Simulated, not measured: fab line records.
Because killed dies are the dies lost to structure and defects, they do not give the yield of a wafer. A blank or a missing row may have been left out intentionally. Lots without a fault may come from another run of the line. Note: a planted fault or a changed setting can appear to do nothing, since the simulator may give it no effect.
The tool behind it: which one? -- flow berkeley_cmos170 -- 39 wafers from 13 lots sampled at 5 of the route's 331 steps

WHAT THE GAUGES READ, wafer by wafer
UCB170_V1_THK_MEAS_01. Usual: V1_TEOS_THK 2001 nm, standard deviation 28.
lot,measured,on,V1_TEOS_THK (nm),flag
L810,day 6 14:55,film_metro-04,2022 2056 2038,
L812,day 7 17:01,film_metro-04,1975 1988 2033,
L813,day 7 21:11,film_metro-03,1980 2013 2044,
L814,day 7 21:16,film_metro-02,1974 1963 1993,
L811,day 8 03:45,film_metro-02,1985 2031 2030,
L816,day 8 12:53,film_metro-03,1979 2019 2043,
L817,day 9 00:08,film_metro-04,2004 2047 2045,
L824,day 10 08:08,film_metro-02,1018 1030 1987,OFF
L825,day 10 08:08,film_metro-03,1956 1990 2071,
L827,day 10 20:28,film_metro-04,1960 1992 2005,
L829,day 11 09:25,film_metro-02,1999 1992 2025,
L831,day 11 19:20,film_metro-03,2010 2060 2017,
L832,day 11 16:45,film_metro-02,1992 1941 2029,

TOOL THAT RAN EACH LOT (tool first, then ch and the chambers of the sampled wafers, then the start)
lot,UCB170_PLDD_STRIP_10,UCB170_CONTACT_ETCH_18,UCB170_M1_ETCH_11,UCB170_V1_CVD_00
L810,"plasma_asher-04 ch 0,1, day 5 11:11","rie_diel-03 ch 0,1, day 6 07:03 or earlier","rie_diel-02 ch 0,1, day 6 07:03","pecvd-03 ch 0,1,2, day 6 14:46"
L812,"plasma_asher-04 ch 0,1, day 6 16:08","rie_diel-03 ch 0,1,2, day 7 12:13 or earlier","rie_diel-04 ch 0,1,2, day 7 12:13","pecvd-03 ch 1,2, day 7 16:46"
L813,"plasma_asher-01 ch 0,1, day 6 21:51","rie_diel-02 ch 0,2,3, day 7 16:15 or earlier","rie_diel-01 ch 0,3, day 7 16:15","pecvd-01 ch 1,2, day 7 21:02"
L814,"plasma_asher-04 ch 0,1, day 6 22:21","rie_diel-03 ch 0,1,3, day 7 16:31 or earlier","rie_diel-02 ch 0,2, day 7 16:31","pecvd-04 ch 1,2, day 7 21:02"
L811,"plasma_asher-01 ch 0,1, day 6 22:24","rie_diel-02 ch 0,3, day 7 22:24 or earlier","rie_diel-01 ch 0,1, day 7 22:24","pecvd-04 ch 0,1,2, day 8 03:35"
L816,"plasma_asher-03 ch 0,1, day 7 07:51","rie_diel-04 ch 2,3, day 8 07:34 or earlier","rie_diel-02 ch 0,2,3, day 8 07:34","pecvd-03 ch 1,2, day 8 12:40"
L817,"plasma_asher-04 ch 0,1, day 7 20:05","rie_diel-04 ch 0,1,3, day 8 21:14 or earlier","rie_diel-01 ch 1,2,3, day 8 21:14","pecvd-04 ch 0,2, day 8 23:59"
L824,"plasma_asher-04 ch 0,1, day 9 07:03","rie_diel-02 ch 0,1, day 10 05:08 or earlier","rie_diel-04 ch 0,1, day 10 05:08","pecvd-04 ch 1,2, day 10 07:59"
L825,"plasma_asher-03 ch 0,1, day 9 07:17","rie_diel-03 ch 1,2, day 10 05:47 or earlier","rie_diel-02 ch 0,2,3, day 10 05:47","pecvd-01 ch 0,1,2, day 10 07:59"
L827,"plasma_asher-01 ch 0,1, day 9 21:26","rie_diel-04 ch 0,1,3, day 10 15:43 or earlier","rie_diel-04 ch 0,3, day 10 15:43","pecvd-03 ch 1,2, day 10 20:18"
L829,"plasma_asher-03 ch 1, day 10 05:22","rie_diel-02 ch 1,3, day 11 04:47 or earlier","rie_diel-01 ch 2,3, day 11 04:47","pecvd-03 ch 0,1, day 11 09:15"
L831,"plasma_asher-01 ch 0,1, day 10 15:28","rie_diel-04 ch 2,3, day 11 16:23 or earlier","rie_diel-01 ch 0,1,2, day 11 16:23","pecvd-01 ch 0,1,2, day 11 19:10"
L832,"plasma_asher-03 ch 0,1, day 10 15:46","rie_diel-03 ch 1,2,3, day 11 13:46 or earlier","rie_diel-02 ch 0,1,3, day 11 13:46","pecvd-01 ch 0,1,2, day 11 16:35"
- UCB170_PLDD_STRIP_10: strips in O2.
- UCB170_CONTACT_ETCH_18: etches PSG in CHF3/CF4/Ar, stops on TiSi2, target depth 840 nm, time 195 s.
- UCB170_M1_ETCH_11: etches BARC in N2/H2.
- UCB170_V1_CVD_00: deposits SiO2 from TEOS/O2, target thk 2000 nm, time 250 s.

AS READ BY THE TOOLS THEMSELVES (means over the sampled wafers that have a number; for cases with no such wafer, the mark the record gives instead)
UCB170_PLDD_STRIP_10. Usual: drypump_motor_current_A 5.5 A, standard deviation 0.44; oes_product_au 0.734 a.u., standard deviation 0.0047; strip_time_to_endpoint_s 21.65 s, standard deviation 0.055.
lot,tool,drypump_motor_current_A (A),oes_product_au (a.u.),strip_time_to_endpoint_s (s),flag
L810,plasma_asher-04,5.6,0.732,21.72,
L812,plasma_asher-04,5.5,0.736,21.67,
L813,plasma_asher-01,6.2,0.738,21.69,
L814,plasma_asher-04,5.6,0.727,21.61,
L811,plasma_asher-01,6.2,0.735,21.71,
L816,plasma_asher-03,5.1,0.733,21.71,
L817,plasma_asher-04,5.5,0.729,21.62,
L824,plasma_asher-04,5.5,0.735,21.74,
L825,plasma_asher-03,5.1,0.737,21.65,
L827,plasma_asher-01,5.9,0.742,21.57,
L829,plasma_asher-03,5.1,0.736,21.60,
L831,plasma_asher-01,6.2,0.737,21.70,
L832,plasma_asher-03,5.2,0.730,21.58,

UCB170_CONTACT_ETCH_18. Usual: cf4_flow_sccm 14.99 sccm, standard deviation 0.048; drypump_motor_current_A 5.8 A, standard deviation 0.4; oes_product_au 0.890 a.u., standard deviation 0.019; throttle_valve_pct 6.95 %, standard deviation 0.1.
lot,tool,cf4_flow_sccm (sccm),drypump_motor_current_A (A),oes_product_au (a.u.),throttle_valve_pct (%),flag
L810,rie_diel-03,14.94,5.9,0.911,6.97,
L812,rie_diel-03,14.98,5.8,0.897,6.94,
L813,rie_diel-02,14.99,5.9,0.881,6.99,
L814,rie_diel-03,14.97,6.1,0.911,6.98,
L811,rie_diel-02,14.98,6.3,0.883,6.93,
L816,rie_diel-04,15.04,5.3,0.903,6.83,
L817,rie_diel-04,14.98,5.4,0.878,6.87,
L824,rie_diel-02,15.00,6.1,0.877,7.02,
L825,rie_diel-03,15.03,5.9,0.892,6.97,
L827,rie_diel-04,15.01,5.4,0.884,6.87,
L829,rie_diel-02,15.01,5.8,0.887,7.02,
L831,rie_diel-04,14.95,5.6,0.879,6.92,
L832,rie_diel-03,15.02,6.0,0.903,6.94,

UCB170_M1_ETCH_11. Usual: bias_w 100.0 W, standard deviation 0.31; drypump_motor_current_A 5.6 A, standard deviation 0.45; oes_product_au 0.990 a.u., standard deviation 0.017; throttle_valve_pct 13.35 %, standard deviation 0.25.
lot,tool,bias_w (W),drypump_motor_current_A (A),oes_product_au (a.u.),throttle_valve_pct (%),flag
L810,rie_diel-02,100.1,6.2,0.987,13.31,
L812,rie_diel-04,99.9,5.6,0.980,13.34,
L813,rie_diel-01,100.1,5.1,0.999,13.67,
L814,rie_diel-02,100.3,6.3,0.972,13.41,
L811,rie_diel-01,100.2,5.5,1.001,13.12,
L816,rie_diel-02,100.2,5.9,0.979,13.45,
L817,rie_diel-01,100.0,5.6,1.011,13.40,
L824,rie_diel-04,100.2,5.5,0.976,13.25,
L825,rie_diel-02,100.1,5.9,0.993,13.44,
L827,rie_diel-04,100.3,5.2,0.982,13.12,
L829,rie_diel-01,100.0,5.4,1.011,13.71,
L831,rie_diel-01,100.0,5.6,0.982,13.29,
L832,rie_diel-02,100.1,6.1,0.974,13.36,

UCB170_V1_CVD_00. Usual: heater_power_w 247 W, standard deviation 55; pressure_mtorr 9000 mTorr, standard deviation 19.
lot,tool,heater_power_w (W),pressure_mtorr (mTorr),flag
L810,pecvd-03,199,8993,
L812,pecvd-03,223,8990,
L813,pecvd-01,245,8995,
L814,pecvd-04,309,9014,
L811,pecvd-04,256,8997,
L816,pecvd-03,208,8988,
L817,pecvd-04,229,9007,
L824,pecvd-04,261,8984,
L825,pecvd-01,252,8999,
L827,pecvd-03,186,9004,
L829,pecvd-03,215,9006,
L831,pecvd-01,221,9005,
L832,pecvd-01,271,8997,

THE ANSWER, worked out from the rows above alone
Rule: a lot is off if the mean of its wafers that have a number lies more than 3 standard deviations from the usual mean. Also off: a lot with no number at a reading for which 4 or more lots have one. The other lots that the step has rows for count as sound. First the gauges in route order, then the tools' own readings, where a lot's mean is used as printed above. At the first step where some lot is off, the reading lying furthest off is the one used; lots without a number count as furthest.
Off: L824, seen at UCB170_V1_THK_MEAS_01 (V1_TEOS_THK).
A tool fits if, at a process step before that reading, it ran every lot that is off, and no sound lot after the first of them. The gauges at UCB170_V1_THK_MEAS_01 are tried like those tools. Because UCB170_CONTACT_ETCH_18 lacks a start for some lots, the hours and order of its lots are taken from UCB170_M1_ETCH_11. This does not decide it: 2 tools fit, namely plasma_asher-04 at UCB170_PLDD_STRIP_10 and pecvd-04 at UCB170_V1_CVD_00.

WHAT THE SIMULATOR HAD PUT IN
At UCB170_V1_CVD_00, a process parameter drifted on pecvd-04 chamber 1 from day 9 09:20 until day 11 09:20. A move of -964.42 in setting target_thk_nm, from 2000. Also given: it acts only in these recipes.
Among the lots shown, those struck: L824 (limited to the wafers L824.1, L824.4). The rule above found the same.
